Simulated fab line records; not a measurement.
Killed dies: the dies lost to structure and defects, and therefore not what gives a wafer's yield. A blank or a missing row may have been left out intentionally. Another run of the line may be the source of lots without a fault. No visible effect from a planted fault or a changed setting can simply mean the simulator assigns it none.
Code-filled problem report in 8D (eight disciplines) form ; flow berkeleyCmos170 ; the parts of the form that need people (team, actions taken, sign-off) are left out

## 1. WHAT IS WRONG
Mean of cdNm at UCB170_NSD_CD_MEAS_06: 1207.9 nm across 6 wafers in 2 lots; on wafers with no fault it is 1200.3 nm (standard deviation 1.4). Relative to the usual mean, that is a shift of +5.4 standard deviations.
The step: target cd 1200 nm.
The first sign was on wafer L978.1 at day 10 04:04, on cdSem-01. At this step, 42 wafers from 14 lots have a number in the record. Rule for "out", or "out of limits": more than 4 standard deviations from the usual mean. The rest of the wafers with a number are treated as sound.

## 2. WHAT IT IS, AND WHAT IT ISN'T
question;is;is not
which readings at this step;cdNm;-
which lots;L978, L979;L959, L963, L964, L966, L967, L968, L969, L973, L974, L980, L981, L982
which wafers of those lots;all that have a number;-
read on which gauges;cdSem-01, cdSem-02;-
when;from day 10 04:04;"up to then (27 sound wafers); but 9 sound wafers of L980, L981, L982 came after"

## 3. WHAT RULES OUT EACH SUSPECT
Counting: any tool at a process step up to the reading is kept as a suspect provided that every lot that is out went through it and no sound lot did after the first of them.
- the gauge at UCB170_NSD_CD_MEAS_06 is ruled out. 2 gauges (cdSem-01, cdSem-02) read the wafers that are out.
- lithoTrack-03 at UCB170_NSD_PEB_04: kept. It processed each lot that is out, first L978 at day 10 03:46, and no sound lot thereafter; up to then, the last sound lot it processed was L973 at day 9 11:46.
Remaining after the count: lithoTrack-03 at UCB170_NSD_PEB_04.

## 4. THE CAUSE (what the simulator had put in)
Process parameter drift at UCB170_NSD_PEB_04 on lithoTrack-03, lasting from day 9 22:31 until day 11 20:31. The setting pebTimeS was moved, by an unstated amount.
Counting left only this tool.

## 5. SEQUENCE OF EFFECTS, ordered by route
Each row: a reading whose mean over the struck wafers that have a number lies more than 3 standard deviations from the usual. Only readings for which the record gives a usual standard deviation are gone through. hours: the time from each lot's start at the first step in this table that gives one to its start at this step, as a median over the lots. sigmas: the change in usual standard deviations.
hours;step;reading;usual;on struck wafers;change;sigmas
0;UCB170_NSD_CD_MEAS_06;cdNm;1200.3 nm;1207.9;+7.6;+5.4
Later steps that measure or inspect, where all struck wafers having a row at the step show a number for every such reading and not one has moved that far: UCB170_CONTACT_OVL_MEAS_16.

## 6. HOW IT WOULD HAVE BEEN CAUGHT EARLIER
Counted from the fault's start at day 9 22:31, it took 6 hours until the first out-of-limits reading at a measuring or inspecting step in this record, taken at day 10 04:04.
Of the lots that are out (2), L979 began UCB170_NSD_PEB_04 on lithoTrack-03 after day 10 04:04. Holding the tool at that time would have saved it.
